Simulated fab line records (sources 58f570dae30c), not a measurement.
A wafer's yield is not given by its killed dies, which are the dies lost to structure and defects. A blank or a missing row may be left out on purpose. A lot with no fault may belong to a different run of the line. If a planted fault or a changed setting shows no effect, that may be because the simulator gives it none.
Chamber matching | flow berkeley-cmos170 | UCB170_PLDD_CLEAN_12 on wet-bench-01 has 3 sister chambers
The step cleans in SPM, time 600 s. 14 wafers are shown with their chamber, then 4 later ones without.

WAFERS WITH THEIR CHAMBER
wafer  | chamber | bath-guard-temp-C (C) | bath-heat-duty-pct (%)
L462.1 | 0       | 119.7                 | 14.0
L462.3 | 0       | 120.4                 | 14.7
L462.6 | 0       | 120.2                 | 14.3
L460.1 | 1       | 120.1                 | 14.2
L460.2 | 1       | 120.0                 | 14.7
L460.5 | 1       | 119.8                 | 13.6
L464.1 | 3       | 119.1                 | 12.7
L464.2 | 3       | 119.2                 | 13.4
L464.3 | 3       | 118.8                 | 12.9
L477.1 | 0       | 120.4                 | 15.1
L477.3 | 0       | 119.9                 | 14.4
L477.5 | 0       | 120.2                 | 15.5
L479.3 | 3       | 119.3                 | 12.2
L479.4 | 3       | 119.2                 | 14.1

SIGNATURES, as means of the wafers listed above
reading            | chamber 0 | chamber 1 | chamber 3 | scatter within a chamber
bath-guard-temp-C  | 120.133   | 119.967   | 119.120   | 0.231
bath-heat-duty-pct | 14.667    | 14.167    | 13.060    | 0.62
Rule: distance of a wafer from a chamber = root of the sum over the readings of ((wafer's reading minus chamber's mean) / reading's scatter) squared. If the next closest chamber is less than 2 further off than the closest, the wafer can't be placed; otherwise it belongs to the closest. The scatter: take each reading less its chamber's mean, square it, sum over the shown wafers, divide by the number of wafers less the number of chambers, and take the root.

WAFERS WITHOUT THEIR CHAMBER
wafer  | bath-guard-temp-C (C) | bath-heat-duty-pct (%)
L479.5 | 119.0                 | 13.3
L481.1 | 120.2                 | 13.4
L481.5 | 119.6                 | 13.5
L481.6 | 119.7                 | 13.8

THE CHAMBER EACH PASSED THROUGH
wafer  | from the rows above          | in truth
L479.5 | 3                            | 3
L481.1 | can't be placed: 1 or 0      | 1
L481.5 | can't be placed: 1 or 3 or 0 | 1
L481.6 | can't be placed: 1 or 0 or 3 | 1
Correctly placed: 1 of 4. Cannot be placed on the basis of these rows: 3; the candidates contain the true chamber in 3. Placed wrongly: 0.
